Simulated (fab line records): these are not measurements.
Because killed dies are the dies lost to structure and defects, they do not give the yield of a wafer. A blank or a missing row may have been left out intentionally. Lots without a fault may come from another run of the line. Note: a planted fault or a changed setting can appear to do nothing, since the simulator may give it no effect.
Lot-split experiment | flow rit-cmos | 5 lots, 23 wafers read, on a route of 202 steps

SPLIT DETAILS
At RIT_NLDD_IMPLANT_08, the setting energy-kev was moved away from the recipe's 20 on 9 of the 23 wafers read, by -2.5% to +3.3%. For the rest of the wafers, this setting stayed at what the recipe calls for.

Reading taken at the split's own step.

THE READING
implant.drp-nm (the simulator's own value, which no gauge read), in nm, at RIT_NLDD_IMPLANT_08. The file does not state a usual value for it.

wafer  | tool, chamber at the split | energy-kev as run | against the recipe | implant.drp-nm, nm | against lot-mates on the recipe
L080.3 | implanter-03, 0            | 20                | recipe             | 12.97              | -
L080.4 | implanter-03, 0            | 20                | recipe             | 12.97              | -
L080.5 | implanter-03, 0            | 20                | recipe             | 12.97              | -
L081.1 | implanter-03, 0            | 20                | recipe             | 12.97              | -
L081.2 | implanter-03, 0            | 20                | recipe             | 12.97              | -
L081.4 | implanter-03, 0            | 20                | recipe             | 12.97              | -
L081.5 | implanter-03, 0            | 19.5              | -2.5%              | 12.77              | -0.20
L081.6 | implanter-03, 0            | 19.5              | -2.5%              | 12.77              | -0.20
L082.2 | implanter-01, 0            | 20.59             | +3.0%              | 13.2               | +0.23
L082.6 | implanter-01, 0            | 20.59             | +3.0%              | 13.2               | +0.23
L082.3 | implanter-01, 0            | 20                | recipe             | 12.97              | -
L082.4 | implanter-01, 0            | 20                | recipe             | 12.97              | -
L082.5 | implanter-01, 0            | 20                | recipe             | 12.97              | -
L083.1 | implanter-01, 0            | 20                | recipe             | 12.97              | -
L083.3 | implanter-01, 0            | 20                | recipe             | 12.97              | -
L083.6 | implanter-01, 0            | 20                | recipe             | 12.97              | -
L083.2 | implanter-01, 0            | 20.66             | +3.3%              | 13.22              | +0.25
L083.4 | implanter-01, 0            | 20.66             | +3.3%              | 13.22              | +0.25
L084.1 | implanter-02, 0            | 19.55             | -2.2%              | 12.79              | -0.18
L084.4 | implanter-02, 0            | 19.55             | -2.2%              | 12.79              | -0.18
L084.5 | implanter-02, 0            | 19.55             | -2.2%              | 12.79              | -0.18
L084.2 | implanter-02, 0            | 20                | recipe             | 12.97              | -
L084.6 | implanter-02, 0            | 20                | recipe             | 12.97              | -

THE FIT
A straight line over all 23 wafers: implant.drp-nm changes by +0.0781 nm for each +1% of energy-kev; r = +1.00; the points scatter about the line by 0.0027 nm.
The same after taking each lot's own level away (the mean of its wafers on the recipe; 23 wafers): +0.0781 nm for each +1%; r = +1.00; scatter 0.0027 nm.
The reading moves by 0.26 nm for the largest change in energy-kev, on that fit.
The lots' own levels span 12.970 to 12.970 nm.
So the lot-to-lot level changes the slope little: the two slopes agree.
Check: with one of the wafers moved furthest among these (+3.3%) left out of the fit, the line predicts +0.258 nm for it against its lot-mates. Against them it came out at +0.25 nm.

OTHER SPLITS ON THESE WAFERS
Before the reading, these wafers also passed through other splits. Each is held against what the fit with the lots' levels taken away leaves over:
other split on the same wafers | wafers away from the commonest value | r with implant.drp-nm (lot level and that fit taken away)
RIT_FOX1_OXIDATION_00 temp-c   | 10                                   | +0.16
RIT_NWELL_HARDBAKE_07 temp-c   | 5                                    | -0.11
RIT_NRETRO_SOFTBAKE_02 temp-c  | 10                                   | -0.09
RIT_GATE_CVD_08 sih4-flow-sccm | 10                                   | +0.32
RIT_GATE_EXPOSE_13 dose-mj     | 8                                    | +0.49

THE FILE'S OWN FIT
implant.drp-nm changes by +0.0781 nm for each +1% of energy-kev, r = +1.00.
